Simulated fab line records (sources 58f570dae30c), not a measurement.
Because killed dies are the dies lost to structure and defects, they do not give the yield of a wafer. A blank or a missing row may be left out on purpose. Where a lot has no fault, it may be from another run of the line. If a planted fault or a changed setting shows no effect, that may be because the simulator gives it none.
A struck lot beside a sound one | flow berkeley-cmos170 | 22 steps out of a route of 331
Sound: the wafers L775.1, L775.2, L775.6. The struck wafers were L776.1, L776.2, L776.6. The cause comes at the end.
At each step with rows: each side's tool, then ch and its chambers, then its first start. Under that, the readings that differ: sound wafers | struck wafers | difference of the means | sigmas: that difference in standard deviations of wafers without a fault.
alike: readings with means less than 2 such deviations apart, plus words and numbers identical on both sides. not compared: withheld readings, readings lacking a value on some wafer, bounds such as >300 that could conceal the same value, and numbers that have no deviation in the record and whose values overlap.
Wherever a step has rows on one side only, a row that says differs or no value, or a row with sigmas, the two part there. Numbers that have no deviation but don't overlap get no sigmas and don't part them. A reading that every wafer of one side lacks parts them only if that side has two wafers or more.

first, 6 steps without rows for these wafers: UCB170_ZERO_HMDS_00 (prime time 60 s); UCB170_ZERO_COAT_01 (resist thk 900 nm); UCB170_ZERO_SOFTBAKE_02 (time 60 s); UCB170_ZERO_EXPOSE_03 (exposes mask PM MARKS, target cd 4000 nm); UCB170_ZERO_PEB_04; UCB170_ZERO_DEVELOP_05 (develop time 45 s).
UCB170_ZERO_ETCH_06: etches SiO2 in CHF3/CF4/Ar, time 12 s.
  sound on rie-diel-04 ch 1,3, day 4 13:58; struck on rie-diel-03 ch 2,3, day 4 16:47
  alike: drypump-motor-current-A, oes-product-au, rf-fwd-power-W, throttle-valve-pct
  not compared: rf-hours-counter-h
UCB170_ZERO_STRIP_07: strips in O2.
  sound on plasma-asher-03 ch 0,1, day 4 14:00; struck on plasma-asher-03 ch 0,1, day 4 16:49
  alike: drypump-motor-current-A, o2-flow-sccm, oes-product-au, strip-time-to-endpoint-s
  not compared: rf-hours-counter-h
then, 2 steps without rows for these wafers: UCB170_NWELL_WET_ETCH_00 (etches SiO2 in dHF, time 200 s); UCB170_NWELL_OXIDATION_01 (target thk 26.4 nm, ox time 1260 s).
UCB170_NWELL_THK_MEAS_02:
  sound: film-metro-03 at day 4 19:23; struck: film-metro-03 at day 4 20:44
  alike: NWELL_OXIDE_THK
then, 1 step without rows for these wafers: UCB170_NWELL_ANNEAL_03 (time 900 s).
UCB170_NWELL_CVD_04: deposits Si3N4 from SiH2Cl2/NH3, target thk 224 nm, time 3360 s.
  sound on lpcvd-02 ch 1, day 4 21:59; struck on lpcvd-01 ch 0, day 4 23:48
  reading                                 | sound             | struck            | difference | sigmas
  nh3-flow-sccm (sccm)                    | 74.82 74.58 74.82 | 89.89 89.89 89.70 | +15.09     | +66
  pressure-mtorr (mTorr)                  | 200.1 199.6 199.2 | 200.8 200.7 200.3 | +1.0       | +2
  model.Si3N4_of_NWELL_CVD_04.thk-nm (nm) | 225.6 225 225.5   | 260.7 258.4 257.2 | +33.4      |
  alike: spike-tc-load-C
UCB170_NWELL_THK_MEAS_05:
  sound: film-metro-01 at day 4 23:55; struck: film-metro-02 at day 5 01:58
  reading                | sound             | struck            | difference | sigmas
  NWELL_NITRIDE_THK (nm) | 225.6 224.9 225.4 | 260.6 258.3 257.4 | +33.5      | +18
  not compared: hold
then, 5 steps without rows for these wafers: UCB170_NWELL_COAT_07 (resist thk 900 nm); UCB170_NWELL_SOFTBAKE_08 (time 60 s); UCB170_NWELL_EXPOSE_09 (exposes mask NWELL, target cd 3000 nm); UCB170_NWELL_PEB_10; UCB170_NWELL_DEVELOP_11 (develop time 45 s).
UCB170_NWELL_OVL_MEAS_12:
  sound: overlay-01 at day 5 01:09; struck: overlay-02 at day 5 13:26
  alike: NWELL_OVL
UCB170_NWELL_ETCH_13: etches Si3N4 in CH3F/Ar/O2, stops on SiO2, target depth 246.4 nm, time 154 s.
  sound on rie-diel-01 ch 0,2,3, day 5 01:11; struck on rie-diel-02 ch 1,2, day 6 04:57
  reading                  | sound             | struck            | difference | sigmas
  oes-product-au (a.u.)    | 0.931 0.966 0.953 | 0.977 0.998 0.984 | +0.036     | +3
  model.etch.depth-nm (nm) | 225.6 225 225.5   | 248 248.4 249.1   | +23        |
  alike: drypump-motor-current-A, rf-fwd-power-W, throttle-valve-pct
  not compared: rf-hours-counter-h
next, for these wafers, 1 step has no rows: UCB170_NWELL_IMPLANT_14.

WHERE THEY PART
At UCB170_NWELL_CVD_04 first; at UCB170_NWELL_ETCH_13 last (within this record only).

WHY: what the simulator had put in
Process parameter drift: lpcvd-01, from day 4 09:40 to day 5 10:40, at UCB170_NWELL_CVD_04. From 75, the setting nh3-flow-sccm moved by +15. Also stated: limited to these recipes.
